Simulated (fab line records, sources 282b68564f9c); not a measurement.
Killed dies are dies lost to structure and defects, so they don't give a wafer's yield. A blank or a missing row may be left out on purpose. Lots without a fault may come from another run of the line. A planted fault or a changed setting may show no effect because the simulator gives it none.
Which tool did it? | flow rit_cmos | 14 lots, 42 wafers sampled, at 2 steps of a route of 202

WHAT THE GAUGES READ, wafer by wafer
The record holds no reading of a measuring or inspecting step that can be judged against a usual standard deviation.

WHICH TOOL RAN EACH LOT (tool, then ch and the chambers of the sampled wafers, then the start)
lot  | RIT_CONTACT_CVD_00             | RIT_M1_PROBE_99
L131 | pecvd-02 ch 1,2, day 3 11:34   | -
L132 | pecvd-03 ch 0,2, day 3 14:12   | -
L133 | pecvd-01 ch 0,1, day 3 21:47   | -
L134 | pecvd-02 ch 1,2, day 4 03:22   | -
L135 | pecvd-03 ch 1,2, day 4 08:49   | -
L138 | pecvd-03 ch 0,1,2, day 5 02:45 | -
L140 | pecvd-02 ch 0,1, day 5 12:11   | -
L142 | pecvd-01 ch 0,1,2, day 6 05:17 | -
L143 | pecvd-02 ch 0,2, day 6 06:29   | prober-01, day 6 13:16
L147 | pecvd-02 ch 0,1, day 6 21:06   | prober-02, day 7 03:29
L146 | pecvd-03 ch 0,2, day 6 23:02   | prober-01, day 7 05:47
L149 | pecvd-02 ch 0,1, day 7 07:38   | prober-01, day 7 14:11
L151 | pecvd-01 ch 0,2, day 7 13:41   | -
L153 | pecvd-03 ch 0,1,2, day 7 23:49 | -
- RIT_CONTACT_CVD_00: deposits SiO2 from TEOS, target thk 400 nm, time 61 s.
- RIT_M1_PROBE_99

WHAT THE TOOLS THEMSELVES READ (means of the sampled wafers that have a number; where no wafer has one, the mark that the record gives instead)
RIT_CONTACT_CVD_00. Usual: heater_power_w 329 W, standard deviation 45.
lot  | tool     | heater_power_w (W) | flag
L131 | pecvd-02 | 357                |
L132 | pecvd-03 | 306                |
L133 | pecvd-01 | 299                |
L134 | pecvd-02 | 310                |
L135 | pecvd-03 | 330                |
L138 | pecvd-03 | 340                |
L140 | pecvd-02 | 318                |
L142 | pecvd-01 | 340                |
L143 | pecvd-02 | 347                |
L147 | pecvd-02 | 313                |
L146 | pecvd-03 | 296                |
L149 | pecvd-02 | 329                |
L151 | pecvd-01 | 327                |
L153 | pecvd-03 | 319                |

RIT_M1_PROBE_99. Usual: killed_at_M0_to_M3 0.0, standard deviation 0.25; killed_at_contacts 0.0, standard deviation 0.18; killed_at_front_end 7, standard deviation 3.4; killed_dies 7, standard deviation 3.4; killed_on_rim 1.8, standard deviation 1.3; killed_open 3.7, standard deviation 2.2; killed_short 3.6, standard deviation 2.2.
lot  | tool      | killed_at_M0_to_M3 | killed_at_contacts | killed_at_front_end | killed_dies | killed_on_rim | killed_open | killed_short | flag
L143 | prober-01 | 0.0                | 0.0                | 7                   | 7           | 1.7           | 2.0         | 5.3          |
L147 | prober-02 | 0.0                | 18.3               | 6                   | 24          | 7.3           | 2.0         | 4.0          | OFF
L146 | prober-01 | 0.0                | 0.3                | 5                   | 6           | 2.3           | 1.7         | 4.0          |
L149 | prober-01 | 0.0                | 8.7                | 7                   | 16          | 4.0           | 3.7         | 3.3          | OFF

THE ANSWER, worked out from the rows above alone
Rule: a lot is off if the mean of its wafers that have a number lies more than 3 standard deviations from the usual mean. A lot without any number at a reading at which 4 lots or more have one is off too. The other lots that the step has rows for count as sound. The gauges are gone through in route order, then the tools' own readings, and for those a lot's mean is taken as printed above. The first step at which some lot is off is used, and at that step the reading that is off furthest; a lot without a number counts as furthest.
Off: L147, L149, at RIT_M1_PROBE_99 (killed_at_contacts). Neither off nor sound, because the step has no rows for them: L131, L132, L133, L134, L135, L138, L140, L142, L151, L153.
A tool fits if, at that step or a process step before it, it ran every lot that is off, and no sound lot after the first of them. One fits: pecvd-02 at RIT_CONTACT_CVD_00. Its last sound lot is L143 (day 6 06:29), its first lot that is off L147 (day 6 21:06): a fault that began between those two fits.

WHAT THE SIMULATOR HAD PUT IN
Chamber particle source: pecvd-02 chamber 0, from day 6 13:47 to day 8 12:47, at RIT_CONTACT_CVD_00. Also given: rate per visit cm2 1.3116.
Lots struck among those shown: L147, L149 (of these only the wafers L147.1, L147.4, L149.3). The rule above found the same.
